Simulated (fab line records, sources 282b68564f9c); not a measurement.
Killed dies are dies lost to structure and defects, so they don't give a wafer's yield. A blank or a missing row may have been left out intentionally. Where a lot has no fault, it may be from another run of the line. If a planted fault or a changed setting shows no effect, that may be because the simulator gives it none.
A lot that was struck, set against a sound lot :: flow rit cmos :: 15 out of 202 route steps
Sound: wafers L860.3, L860.4, L860.6. The struck wafers were L864.3, L864.4, L864.6. The cause is named last.
At each step with rows: each side's tool, then ch and its chambers, then its first start. Under that, the readings that differ: sound wafers :: struck wafers :: difference of the means :: sigmas: that difference in standard deviations of wafers without a fault.
alike: readings whose means differ by less than 2 such deviations, and words and numbers that are the same on both sides. not compared: withheld readings, readings that some wafer has no value for, bounds like >300 that may hide the same value, and numbers for which the record gives no deviation and whose values overlap.
Wherever a step has rows on one side only, a row that says differs or no value, or a row with sigmas, the two part there. Non-overlapping numbers with no deviation appear without sigmas and do not part them. Lack of a reading on every wafer of one side parts them only where that side has two or more wafers.

RIT_ACTIVE_THK_MEAS_04:
  sound: film metro-03 at day 3 00:48; struck: film metro-04 at day 3 20:33
  alike: ACTIVE_NITRIDE_THK
then, 6 steps without rows for these wafers: RIT_ACTIVE_HMDS_05 (prime time 60 s); RIT_ACTIVE_COAT_06 (resist thk 1000 nm); RIT_ACTIVE_SOFTBAKE_07 (time 60 s); RIT_ACTIVE_EXPOSE_08 (exposes mask M1, target cd 1400 nm); RIT_ACTIVE_PEB_09; RIT_ACTIVE_DEVELOP_10 (develop time 48.72 s).
RIT_ACTIVE_CD_MEAS_11: target cd 1400 nm.
  sound: cd sem-02 at day 3 01:44; struck: cd sem-01 at day 3 21:29
  alike: cd nm
then, 1 step without rows for these wafers: RIT_ACTIVE_HARDBAKE_12 (time 60 s).
RIT_ACTIVE_ETCH_13: etches Si3N4 in SF6, stops on SiO2, time 210 s, target depth 210 nm.
  sound on rie diel-01 ch 1,2, day 3 01:58; struck on rie diel-01 ch 0,3, day 3 21:44
  alike: drypump motor current A, oes product au, throttle valve pct
  not compared: rf hours counter h
RIT_ACTIVE_STRIP_14: strips in O2, time 180 s.
  sound on plasma asher-02 ch 0,1, day 3 02:10; struck on plasma asher-01 ch 0,1, day 3 21:56
  alike: drypump motor current A
  not compared: rf hours counter h
RIT_ACTIVE_CD_MEAS_90: target cd 1400 nm.
  sound: cd sem-02 at day 3 02:19; struck: cd sem-02 at day 3 22:05
  alike: cd nm
RIT_ACTIVE_CLEAN_15: cleans in SC1, time 600 s.
  sound on wet bench-04 ch 1, day 3 02:23; struck on wet bench-04 ch 3, day 3 22:10
  no value came back on the struck wafers for bath guard temp C (C), bath heat duty pct (%); on the sound wafers bath guard temp C (C) reads 75.2 75.3 75.3
then, 1 step without rows for these wafers: RIT_ACTIVE_CLEAN_16 (cleans in dHF, time 30 s).
RIT_M1_PROBE_99:
  sound: prober-01 at day 4 23:14; struck: prober-01 at day 5 19:16
  alike: killed at contacts, killed at front end, killed dies, killed open, killed short

WHERE THEY PART
Only at RIT_ACTIVE_CLEAN_15, within this record. Later steps at which nothing parts them and some readings are alike: RIT_M1_PROBE_99.

WHY: what the simulator had put in
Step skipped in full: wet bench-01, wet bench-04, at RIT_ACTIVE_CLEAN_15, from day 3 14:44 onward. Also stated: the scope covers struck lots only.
